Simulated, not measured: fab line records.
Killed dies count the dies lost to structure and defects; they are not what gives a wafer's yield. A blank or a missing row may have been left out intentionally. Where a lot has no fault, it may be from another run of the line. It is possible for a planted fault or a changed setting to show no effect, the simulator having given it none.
A lot that was struck, set against a sound lot    flow berkeleyCmos170    45 steps out of a route of 331
Sound: these wafers, L805.1, L805.2, L805.5. Wafers L818.1, L818.2, L818.5 were the ones struck. At the end, the cause is stated.
For every step that has rows: the tool of each side, followed by ch and its chambers, followed by its first start. Under that, the readings that differ: sound wafers    struck wafers    difference of the means    sigmas: that difference in standard deviations of wafers without a fault.
alike: words and numbers the same on both sides, and readings whose means are apart by under 2 such deviations; not compared: readings that were withheld, readings missing a value for some wafer, numbers with overlapping values and no deviation given by the record, and bounds like >300 which may hide the same value.
A row with sigmas, a row that says differs or no value, or rows on one side alone: a step with any of these is where the two part. Numbers that have no deviation but don't overlap get no sigmas and don't part them. A reading that every wafer of one side lacks parts them only if that side has two wafers or more.

first, 2 steps without rows for these wafers: UCB170_FIELD_CLEAN_00 (cleans in dHF, time 7.5 s); UCB170_FIELD_OXIDATION_01 (target thk 558.3 nm, ox time 7200 s).
UCB170_FIELD_THK_MEAS_02:
  sound: filmMetro-01 at day 5 15:39; struck: filmMetro-03 at day 8 12:07
reading               sound        struck       difference  sigmas
FIELD_OXIDE_THK (nm)  565 569 562  540 541 536  -26         -2
then, 4 steps without rows for these wafers: UCB170_FIELD_ANNEAL_03 (time 1200 s); UCB170_FIELD_WET_ETCH_04 (etches SiO2 in dHF, time 60 s); UCB170_FIELD_WET_ETCH_05 (etches Si3N4 in H3PO4, time 12600 s); UCB170_FIELD_WET_ETCH_06 (etches SiO2 in BOE, time 22 s).
UCB170_FIELD_THK_MEAS_90:
  sound: filmMetro-02 at day 6 00:34; struck: filmMetro-02 at day 8 21:09
reading                      sound        struck       difference  sigmas
FIELD_OXIDE_LEFT_1_THK (nm)  448 451 445  424 425 420  -25         -2
then, 2 steps without rows for these wafers: UCB170_SACOX_CLEAN_00 (cleans in dHF, time 7.5 s); UCB170_SACOX_OXIDATION_01 (target thk 14.4 nm, ox time 2400 s).
UCB170_SACOX_THK_MEAS_02:
  sound: filmMetro-02 at day 6 07:18; struck: filmMetro-02 at day 9 02:44
  alike: SACOX_OXIDE_THK
then, 1 step without rows for these wafers: UCB170_SCREENOX_WET_ETCH_00 (etches SiO2 in dHF, time 200 s).
UCB170_SCREENOX_OXIDATION_01: target thk 14.4 nm, ox time 2400 s.
  sound on furnace-01 ch 0, day 6 10:58; struck on furnace-04 ch 0, day 9 06:17
reading                                         sound                 struck                difference  sigmas
spikeTcCentreC (C)                              901.4 902.9 902.2     875.7 874.9 874.1     -27.3       -25
spikeTcLoadC (C)                                921.0 922.5 923.1     895.4 893.9 895.4     -27.3       -20
spikeTcSourceC (C)                              924.9 926.1 926.5     897.9 896.8 897.0     -28.6       -17
tubeCenterTempC (C)                             899.90 900.02 900.00  872.75 872.48 872.63  -27.35      -99 or more
tube_center_temp_C_max                          902.2 902.6 901.9     875.1 875.0 874.7     -27.3       -70
model.SiO2_of_SCREENOX_OXIDATION_01.thkNm (nm)  14.15 14.02 14.06     10.73 10.55 10.72     -3.41       
UCB170_SCREENOX_THK_MEAS_02:
  sound: filmMetro-01 at day 6 12:38; struck: filmMetro-04 at day 9 08:01
reading                  sound              struck             difference  sigmas
SCREENOX_OXIDE_THK (nm)  14.16 14.02 14.08  10.74 10.54 10.75  -3.41       -14
then, 7 steps without rows for these wafers: UCB170_SCREENOX_ANNEAL_03 (time 900 s); UCB170_NVT_HMDS_00 (prime time 60 s); UCB170_NVT_COAT_01 (resist thk 900 nm); UCB170_NVT_SOFTBAKE_02 (time 60 s); UCB170_NVT_EXPOSE_03 (exposes mask PWELL, target cd 3000 nm); UCB170_NVT_PEB_04; UCB170_NVT_DEVELOP_05 (develop time 45 s).
UCB170_NVT_OVL_MEAS_06:
  sound: overlay-02 at day 6 18:31; struck: overlay-02 at day 9 14:49
  alike: NVT_OVL
then, 1 step without rows for these wafers: UCB170_NVT_IMPLANT_07.
UCB170_NVT_STRIP_08: strips in O2.
  sound on plasmaAsher-04 ch 0,1, day 6 18:42; struck on plasmaAsher-04 ch 0,1, day 9 15:00
  alike: drypumpMotorCurrentA, oesProductAu, stripTimeToEndpointS
  not compared: rfHoursCounterH
UCB170_NVT_TW_MEAS_09:
  sound: filmMetro-04 at day 6 18:48; struck: filmMetro-03 at day 9 15:06
  alike: NVT_TW
then, 7 steps without rows for these wafers: UCB170_NVT_CLEAN_10 (cleans in SPM, time 600 s); UCB170_PVT_HMDS_00 (prime time 60 s); UCB170_PVT_COAT_01 (resist thk 900 nm); UCB170_PVT_SOFTBAKE_02 (time 60 s); UCB170_PVT_EXPOSE_03 (exposes mask NWELL, target cd 3000 nm); UCB170_PVT_PEB_04; UCB170_PVT_DEVELOP_05 (develop time 45 s).
UCB170_PVT_OVL_MEAS_06:
  sound: overlay-02 at day 6 23:01; struck: overlay-01 at day 9 16:31
  alike: PVT_OVL
then, 1 step without rows for these wafers: UCB170_PVT_IMPLANT_07.
UCB170_PVT_STRIP_08: strips in O2.
  sound on plasmaAsher-03 ch 0,1, day 6 23:12; struck on plasmaAsher-03 ch 0,1, day 9 16:41
  alike: drypumpMotorCurrentA, oesProductAu, stripTimeToEndpointS
  not compared: rfHoursCounterH
UCB170_PVT_TW_MEAS_09:
  sound: filmMetro-03 at day 6 23:18; struck: filmMetro-02 at day 9 16:47
  alike: PVT_TW
then, 1 step without rows for these wafers: UCB170_GATE_WET_ETCH_00 (etches SiO2 in dHF, time 200 s).
UCB170_FIELD_THK_MEAS_91:
  sound: filmMetro-01 at day 6 23:26; struck: filmMetro-01 at day 9 17:08
reading                      sound        struck       difference  sigmas
FIELD_OXIDE_LEFT_2_THK (nm)  359 362 355  335 337 331  -24         -2
then, 1 step without rows for these wafers: UCB170_GATE_OXIDATION_01 (target thk 6.6 nm, ox time 1800 s).
UCB170_GATE_THK_MEAS_02:
  sound: filmMetro-02 at day 7 03:17; struck: filmMetro-02 at day 9 22:39
  alike: GATE_OXIDE_THK
then, 2 steps without rows for these wafers: UCB170_GATE_ANNEAL_03 (time 1800 s); UCB170_GATE_CVD_04 (deposits poly-Si from SiH4, time 1440 s, target thk 214 nm).
UCB170_M2_ETCH_17: etches BARC in N2/H2.
  the record has rows for the sound wafers here (rieDiel-04 ch 2,3, day 9 01:32) and none for the struck ones
UCB170_M2_METAL_ETCH_18: etches Al in Cl2/BCl3, stops on SiO2, target depth 1170 nm, time 195 s.
  the record has rows for the sound wafers here (rieMetal-01 ch 0,1, day 9 01:34) and none for the struck ones
UCB170_M3_PROBE_99:
  the record holds rows for the sound wafers here (prober-02, day 9 09:31) but none for the struck ones

## WHERE THEY PART
At UCB170_FIELD_THK_MEAS_02 first; at UCB170_M3_PROBE_99 last (within this record only).

WHY: whatever the simulator had introduced
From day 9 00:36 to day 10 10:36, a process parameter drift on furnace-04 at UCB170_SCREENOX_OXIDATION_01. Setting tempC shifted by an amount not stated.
